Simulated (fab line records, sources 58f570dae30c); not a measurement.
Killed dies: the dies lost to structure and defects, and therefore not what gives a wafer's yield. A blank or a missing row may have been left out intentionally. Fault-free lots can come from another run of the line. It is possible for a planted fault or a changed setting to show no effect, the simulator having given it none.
2 desks looking at one fault ; flow berkeleyCmos170 ; every desk sees just its own numbers, and what lay behind them comes last

## METROLOGY DESK
What the gauges read, lot by lot, whatever tool the lot ran on: means of the sampled wafers that have a number. A lot is out of limits, marked OUT, if its mean lies more than 4 standard deviations from the usual mean; the brackets give that distance.
Columns: A = NSD_OVL at UCB170_NSD_OVL_MEAS_07, usual -1 nm; B = V1_POLISHED_THK at UCB170_V1_THK_MEAS_04, usual 1000.1 nm
lot;first seen here;A;B
L536;day 8 05:59;-3;1000.5
L535;day 8 07:07;-1;1000.2
L539;day 8 16:55;-2;999.2
L540;day 8 17:17;-2;998.8
L537;day 8 17:25;0;999.2
L541;day 8 19:48;1;1000.7
L543;day 9 14:35;-3;999.4
L544;day 9 14:55;-4;1000.2
L547;day 10 06:11;-1;1000.2
L546;day 10 06:41;4;999.9
L550;day 11 05:50;2;1000.7
L549;day 11 06:34;3;1001.8
L554;day 11 22:17;-2;1000.5
L557;day 12 11:07;-7;1000.5
L558;day 12 23:21;-6;1001.6
Result from this desk: across the 15 lots, nothing is out of limits.

## DESK OF THE TOOL OWNER: rtpAnneal-02
Per lot that ran on this tool, the mean of the sampled wafers carrying a number, from the tool's own readings at UCB170_SILICIDE_RTA_04 (time 15 s). A lot is out of limits, marked OUT, if its mean lies more than 4 standard deviations from the usual mean; the brackets give that distance.
Columns: A = lampPowerPct at UCB170_SILICIDE_RTA_04, usual 10.4 %; B = wafer_temp_C_max at UCB170_SILICIDE_RTA_04, usual 653.1
lot;first seen here;A;B
L536;day 8 08:52;9.9;652.3
L535;day 8 10:27;9.9;652.4
L540;day 8 19:44;9.9;652.2
L543;day 9 18:04;9.9;652.5
L544;day 9 18:38;9.9;652.2
L547;day 10 08:19;12.6 (+4.6) OUT;722.7 (+85) OUT
L546;day 10 08:56;12.6 (+4.6) OUT;722.6 (+85) OUT
L549;day 11 09:14;12.6 (+4.6) OUT;722.0 (+84) OUT
This desk finds L546, L547, L549 out of limits, L547 being first, at day 10 08:19 (lampPowerPct at UCB170_SILICIDE_RTA_04). In limits: L536, L535, L540, L543, L544.

## TAKEN TOGETHER
At day 10 08:19, on L546, L547, L549, the tool owner's desk was in a position to raise an alarm.
Nothing out of limits was seen by the metrology desk.
The metrology desk holds a record of L546, L547, L549, inside its limits.
The lots listed all ran UCB170_SILICIDE_RTA_04 on rtpAnneal-02.

## WHAT HAD BEEN PUT IN BY THE SIMULATOR
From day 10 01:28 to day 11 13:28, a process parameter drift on rtpAnneal-02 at UCB170_SILICIDE_RTA_04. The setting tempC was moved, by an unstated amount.
Lots struck among those shown: L546, L547, L549.
Hours from the fault's start to each desk's first reading out of limits: the tool owner's desk, 7.
